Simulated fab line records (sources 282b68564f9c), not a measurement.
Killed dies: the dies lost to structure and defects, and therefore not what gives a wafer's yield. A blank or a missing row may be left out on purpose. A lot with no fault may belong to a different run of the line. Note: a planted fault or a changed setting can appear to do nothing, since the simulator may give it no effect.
Which tool was responsible? ; flow rit-cmos ; Sampling: 13 lots, 39 wafers, 2 of 202 route steps

## WHAT THE GAUGES READ, wafer by wafer
RIT_ACTIVE_THK_MEAS_04. Usual: for ACTIVE_NITRIDE_THK the level is 149.7 nm and the standard deviation is 1.3.
lot;measured;on;ACTIVE_NITRIDE_THK (nm);flag
L963;day 1 14:40;film-metro-03;152.2 150.9 151.8;
L964;day 1 19:37;film-metro-02;148.6 150.4 150.6;
L967;day 2 10:52;film-metro-02;147.9 147.6 147.9;
L968;day 2 14:57;film-metro-03;149.1 151.1 150.2;
L969;day 2 21:58;film-metro-04;150.8 149.7 151.2;
L970;day 3 01:13;film-metro-03;151.9 151.9 151.2;
L971;day 3 05:43;film-metro-02;151.5 151.4 151.0;
L973;day 3 16:02;film-metro-03;148.0 148.0 147.9;
L974;day 3 20:32;film-metro-02;149.2 149.1 148.7;
L976;day 4 08:26;film-metro-02;251.3 250.5 251.2;OFF
L979;day 4 21:32;film-metro-03;148.5 147.4 148.7;
L983;day 5 18:23;film-metro-02;149.3 148.9 149.2;
L984;day 5 22:32;film-metro-04;148.3 150.1 149.9;

## WHAT TOOL EACH LOT RAN ON (gives the tool, then ch and the chambers of the sampled wafers, and finally the start)
lot;RIT_ACTIVE_CVD_03
L963;lpcvd-01 ch 0, day 1 13:14
L964;lpcvd-01 ch 0, day 1 18:11
L967;lpcvd-02 ch 1, day 2 09:26
L968;lpcvd-01 ch 1, day 2 13:32
L969;lpcvd-02 ch 0, day 2 20:33
L970;lpcvd-01 ch 1, day 2 23:48
L971;lpcvd-01 ch 0, day 3 04:17
L973;lpcvd-02 ch 0, day 3 14:35
L974;lpcvd-02 ch 0, day 3 19:07
L976;lpcvd-01 ch 0, day 4 07:01
L979;lpcvd-02 ch 1, day 4 20:07
L983;lpcvd-02 ch 1, day 5 16:58
L984;lpcvd-02 ch 1, day 5 21:07
- RIT_ACTIVE_CVD_03: deposits Si3N4 from SiH2Cl2/NH3, target thk 150 nm, time 1500 s.

## WHAT THE TOOLS THEMSELVES READ (means of the sampled wafers that have a number; where no wafer has one, the mark that the record gives instead)
RIT_ACTIVE_CVD_03. Usual: spike-tc-centre-C 811.8 C, standard deviation 1.8; spike-tc-load-C 832.2 C, standard deviation 1.6; spike-tc-source-C 832.6 C, standard deviation 2.2; susceptor-temp-C 810.0 C, standard deviation 0.39.
lot;tool;spike-tc-centre-C (C);spike-tc-load-C (C);spike-tc-source-C (C);susceptor-temp-C (C);flag
L963;lpcvd-01;810.0;833.0;835.0;810.3;
L964;lpcvd-01;810.2;832.8;834.6;810.0;
L967;lpcvd-02;813.0;830.9;830.2;810.0;
L968;lpcvd-01;811.0;833.0;832.7;810.0;
L969;lpcvd-02;813.3;832.9;829.0;809.8;
L970;lpcvd-01;811.2;833.1;832.9;809.7;
L971;lpcvd-01;810.7;832.8;835.5;809.9;
L973;lpcvd-02;811.6;832.6;829.8;809.8;
L974;lpcvd-02;813.1;832.8;829.4;809.9;
L976;lpcvd-01;894.1;919.2;920.2;894.7;OFF
L979;lpcvd-02;814.3;830.0;831.7;809.7;
L983;lpcvd-02;813.7;830.7;831.0;809.6;
L984;lpcvd-02;812.6;830.2;831.4;809.7;

## THE ANSWER, worked out from the rows above alone
Rule: a lot is off if the mean of its wafers that have a number lies more than 3 standard deviations from the usual mean. Also off: a lot with no number at a reading for which 4 or more lots have one. All remaining lots with rows at the step are treated as sound. The gauges are gone through in route order, then the tools' own readings, and for those a lot's mean is taken as printed above. The first step at which some lot is off is used, and at that step the reading that is off furthest; a lot without a number counts as furthest.
Off: L976, at RIT_ACTIVE_THK_MEAS_04 (ACTIVE_NITRIDE_THK).
If a tool, at a process step before that reading, ran all the lots that are off and no sound lot after the first of them, it fits. Not tried: the gauges at RIT_ACTIVE_THK_MEAS_04; whatever is off there is also off at RIT_ACTIVE_CVD_03, on other tools, and gauge error can't account for it. One fits: lpcvd-01 at RIT_ACTIVE_CVD_03. Its last sound lot is L971 (day 3 04:17), its first lot that is off L976 (day 4 07:01): a fault that began between those two fits.
The tool's own readings at RIT_ACTIVE_CVD_03 bear it out: on the lots that are off they differ by more than 5 times the standard deviation of the sound lots' means. spike-tc-centre-C reads 894.1 C there against 812.1 C on the sound lots; spike-tc-load-C reads 919.2 C there against 832.1 C on the sound lots; spike-tc-source-C reads 920.2 C there against 831.9 C on the sound lots; susceptor-temp-C reads 894.7 C there against 809.9 C on the sound lots.

## WHAT THE SIMULATOR PUT IN
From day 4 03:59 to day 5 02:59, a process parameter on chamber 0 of lpcvd-01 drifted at RIT_ACTIVE_CVD_03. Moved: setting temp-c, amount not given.
Struck lots among those shown: L976. This agrees with what the rule above found.
